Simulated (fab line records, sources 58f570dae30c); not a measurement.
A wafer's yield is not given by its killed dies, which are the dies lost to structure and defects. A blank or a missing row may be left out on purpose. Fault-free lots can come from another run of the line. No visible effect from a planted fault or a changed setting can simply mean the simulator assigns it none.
Which tool did it? | flow berkeley cmos170 | 15 lots, 45 wafers sampled, at 4 steps of a route of 331

## WHAT THE GAUGES READ, wafer by wafer
UCB170_V1_OVL_MEAS_13. Usual: V1_OVL typically reads 1 nm, with standard deviation 6.9.
lot  | measured     | on         | V1_OVL (nm) | flag
L949 | day 8 21:39  | overlay-01 | 13 -4 0     |
L948 | day 8 22:20  | overlay-01 | 6 2 5       |
L950 | day 9 11:51  | overlay-01 | -11 2 -3    |
L953 | day 9 22:49  | overlay-02 | 0 8 8       |
L955 | day 10 14:12 | overlay-02 | -10 -9 6    |
L958 | day 10 14:09 | overlay-02 | 8 1 -1      |
L962 | day 12 00:37 | overlay-02 | -3 3 -8     |
L964 | day 11 23:14 | overlay-01 | -1 -1 -1    |
L963 | day 12 01:47 | overlay-01 | -1 -8 6     |
L961 | day 12 02:03 | overlay-01 | 3 1 9       |
L965 | day 12 20:12 | overlay-02 | 0 1 5       |
L966 | day 12 20:27 | overlay-01 | 6 -1 6      |
L969 | day 13 06:28 | overlay-01 | -12 -6 -9   |
L968 | day 13 08:10 | overlay-01 | 19 9 11     |
L967 | day 13 12:32 | overlay-01 | 5 9 4       |

UCB170_M2_CD_MEAS_15: target cd 700 nm. Usual: cd nm reads 700.8 nm (standard deviation 1.2).
lot  | measured     | on        | cd nm (nm)        | flag
L949 | day 9 00:47  | cd sem-01 | 701.1 700.4 701.2 |
L948 | day 9 01:42  | cd sem-01 | 702.0 700.4 701.3 |
L950 | day 9 14:33  | cd sem-01 | 701.4 700.9 700.8 |
L953 | day 10 02:05 | cd sem-02 | 700.1 701.3 699.9 |
L955 | day 10 17:50 | cd sem-02 | 699.6 700.6 700.6 |
L958 | day 10 17:40 | cd sem-02 | 701.3 699.3 699.7 |
L962 | day 12 03:12 | cd sem-02 | 697.9 699.1 698.8 |
L964 | day 12 01:54 | cd sem-01 | 700.0 699.7 699.8 |
L963 | day 12 04:16 | cd sem-02 | 698.8 699.9 700.3 |
L961 | day 12 04:41 | cd sem-02 | 701.3 700.5 702.5 |
L965 | day 13 02:10 | cd sem-01 | 701.6 702.9 702.3 |
L966 | day 13 02:51 | cd sem-02 | 702.3 704.1 702.1 |
L969 | day 13 09:26 | cd sem-02 | 702.1 701.3 700.9 |
L968 | day 13 10:46 | cd sem-01 | 696.5 698.6 698.5 |
L967 | day 13 15:46 | cd sem-02 | 700.3 701.5 701.7 |

## WHICH TOOL RAN EACH LOT (tool, then ch and the chambers of the sampled wafers, then the start)
lot  | UCB170_NVT_DEVELOP_05             | UCB170_CONTACT_RTA_08
L949 | litho track-03 ch 0, day 6 22:00  | rtp anneal-02 ch 0, day 8 10:17
L948 | litho track-04 ch 0, day 6 22:00  | rtp anneal-01 ch 0, day 8 10:30
L950 | litho track-01 ch 0, day 7 07:00  | rtp anneal-02 ch 0, day 9 03:28
L953 | litho track-01 ch 0, day 7 23:00  | rtp anneal-01 ch 0, day 9 13:55
L955 | litho track-03 ch 0, day 8 14:00  | rtp anneal-01 ch 0, day 10 05:43
L958 | litho track-03 ch 0, day 8 15:00  | rtp anneal-02 ch 0, day 10 05:27
L962 | litho track-03, day 10 00:00      | rtp anneal-01 ch 0, day 11 17:05
L964 | litho track-01 ch 0, day 10 00:00 | rtp anneal-01 ch 0, day 11 16:28
L963 | litho track-03, day 10 00:00      | rtp anneal-02 ch 0, day 11 17:04
L961 | litho track-01, day 10 00:00      | rtp anneal-02 ch 0, day 11 18:50
L965 | litho track-04 ch 0, day 10 13:00 | rtp anneal-01 ch 0, day 12 10:32
L966 | litho track-01 ch 0, day 10 14:00 | rtp anneal-02 ch 0, day 12 10:36
L969 | litho track-03 ch 0, day 11 04:00 | rtp anneal-01 ch 0, day 12 20:47
L968 | litho track-03 ch 0, day 11 04:00 | rtp anneal-02 ch 0, day 12 21:15
L967 | litho track-03 ch 0, day 11 04:00 | rtp anneal-01 ch 0, day 13 04:32
- UCB170_NVT_DEVELOP_05: develop time 45 s.
- UCB170_CONTACT_RTA_08: time 10 s.

## WHAT THE TOOLS THEMSELVES READ (means of the sampled wafers that have a number; where no wafer has one, the mark that the record gives instead)
UCB170_NVT_DEVELOP_05. Usual: chill plate temp C reads 23.00 C (standard deviation 0.093).
lot  | tool           | chill plate temp C (C) | flag
L949 | litho track-03 | 23.06                  |
L948 | litho track-04 | 23.09                  |
L950 | litho track-01 | 23.13                  |
L953 | litho track-01 | 22.96                  |
L955 | litho track-03 | 22.99                  |
L958 | litho track-03 | 23.04                  |
L962 | litho track-03 | -                      | OFF
L964 | litho track-01 | 22.89                  |
L963 | litho track-03 | -                      | OFF
L961 | litho track-01 | -                      | OFF
L965 | litho track-04 | 23.05                  |
L966 | litho track-01 | 22.96                  |
L969 | litho track-03 | 22.99                  |
L968 | litho track-03 | 22.96                  |
L967 | litho track-03 | 22.86                  |

UCB170_CONTACT_RTA_08. Usual: lamp power pct 25.7 %, standard deviation 0.49; wafer_temp_C_max 904.0, standard deviation 0.88.
lot  | tool          | lamp power pct (%) | wafer_temp_C_max | flag
L949 | rtp anneal-02 | 25.2               | 903.5            |
L948 | rtp anneal-01 | 26.2               | 902.8            |
L950 | rtp anneal-02 | 25.2               | 903.5            |
L953 | rtp anneal-01 | 26.2               | 903.9            |
L955 | rtp anneal-01 | 26.2               | 904.1            |
L958 | rtp anneal-02 | 25.2               | 904.6            |
L962 | rtp anneal-01 | 26.2               | 903.1            |
L964 | rtp anneal-01 | 26.2               | 903.4            |
L963 | rtp anneal-02 | 25.2               | 903.6            |
L961 | rtp anneal-02 | 25.2               | 904.2            |
L965 | rtp anneal-01 | 26.2               | 903.8            |
L966 | rtp anneal-02 | 25.2               | 903.5            |
L969 | rtp anneal-01 | 26.2               | 903.6            |
L968 | rtp anneal-02 | 25.2               | 904.6            |
L967 | rtp anneal-01 | 26.2               | 904.1            |

## THE ANSWER, worked out from the rows above alone
Rule: lot off if the mean of its wafers having a number is beyond 3 standard deviations from the usual mean. A lot without any number at a reading at which 4 lots or more have one is off too. Where the step has rows for the other lots, those lots are counted as sound. First the gauges in route order, then the tools' own readings, where a lot's mean is used as printed above. The first step at which some lot is off is used, and at that step the reading that is off furthest; a lot without a number counts as furthest.
Off, at UCB170_NVT_DEVELOP_05 on chill plate temp C: L962, L963, L961. Without a number there: L962, L963, L961.
If a tool, at that step or one of the process steps before it, ran each lot that is off and ran no sound lot following the first of them, it fits. None of those tried fits.

## WHAT HAD BEEN PUT IN BY THE SIMULATOR
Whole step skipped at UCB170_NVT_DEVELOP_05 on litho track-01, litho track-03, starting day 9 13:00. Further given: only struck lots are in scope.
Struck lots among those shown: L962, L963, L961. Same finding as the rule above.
